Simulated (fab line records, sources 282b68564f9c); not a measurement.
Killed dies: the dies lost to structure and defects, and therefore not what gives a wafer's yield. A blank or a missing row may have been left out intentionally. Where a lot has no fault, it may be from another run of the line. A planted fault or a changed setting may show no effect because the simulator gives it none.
2 desks, one fault	flow rit-cmos	numbers are kept per desk, each desk with only its own; the story behind them comes last

== TOOL OWNER'S DESK, lpcvd-01 ==
The tool's own readings at RIT_GATE_CVD_08 (deposits poly-Si from SiH4, target thk 250 nm, time 2220 s): means of the sampled wafers that have a number, for each lot that ran on this tool. Marked OUT: a lot whose mean sits more than 4 standard deviations from the usual mean, which makes it out of limits; the brackets give that distance.
Columns: A = pressure-mtorr at RIT_GATE_CVD_08, usual 300.0 mTorr
lot	first seen here	A
L659	day 2 16:59	300.1
L660	day 2 23:35	299.3
L663	day 3 13:26	360.2 (+94) OUT
L676	day 6 09:33	300.4
L679	day 7 01:03	300.2
L681	day 7 14:41	299.6
This desk finds L663 out of limits, L663 being first, at day 3 13:26 (pressure-mtorr at RIT_GATE_CVD_08). Within limits: L659, L660, L676, L679, L681.

== METROLOGY DESK ==
What the gauges read for every lot (on any tool): the sampled wafers with a number, averaged. Marked OUT: a lot whose mean sits more than 4 standard deviations from the usual mean, which makes it out of limits; the brackets give that distance.
Columns: A = GATE_POLY_THK at RIT_GATE_THK_MEAS_09, usual 244.1 nm
lot	first seen here	A
L658	day 2 13:28	241.3
L659	day 2 18:38	248.0
L660	day 3 01:13	247.4
L662	day 3 13:38	242.5
L663	day 3 15:03	266.4 (+9.3) OUT
L671	day 5 08:35	241.3
L674	day 5 22:13	243.8
L676	day 6 11:10	242.1
L677	day 6 16:33	242.2
L678	day 6 21:15	243.2
L679	day 7 02:40	245.3
L680	day 7 06:24	243.5
L681	day 7 16:18	241.5
Finding of this desk: L663 out of limits, first seen on L663 at day 3 15:03 (GATE_POLY_THK at RIT_GATE_THK_MEAS_09). Within limits: L658, L659, L660, L662, L671, L674, L676, L677, L678, L679, L680, L681.

== TAKEN TOGETHER ==
On L663, at day 3 13:26, an alarm was possible from the tool owner's desk.
At day 3 15:03 the metrology desk could have sounded an alarm, on L663.
RIT_GATE_CVD_08 was run on lpcvd-01 by each of the lots named.

== WHAT THE SIMULATOR PUT IN ==
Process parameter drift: lpcvd-01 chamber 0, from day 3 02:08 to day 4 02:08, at RIT_GATE_CVD_08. A move of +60 in setting pressure-mtorr, from 300. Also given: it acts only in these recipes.
Shown lots that were struck: L663.
Delay (hours) between the fault's onset and each desk's first out-of-limits reading: 11 at the tool owner's desk, 13 at the metrology desk.
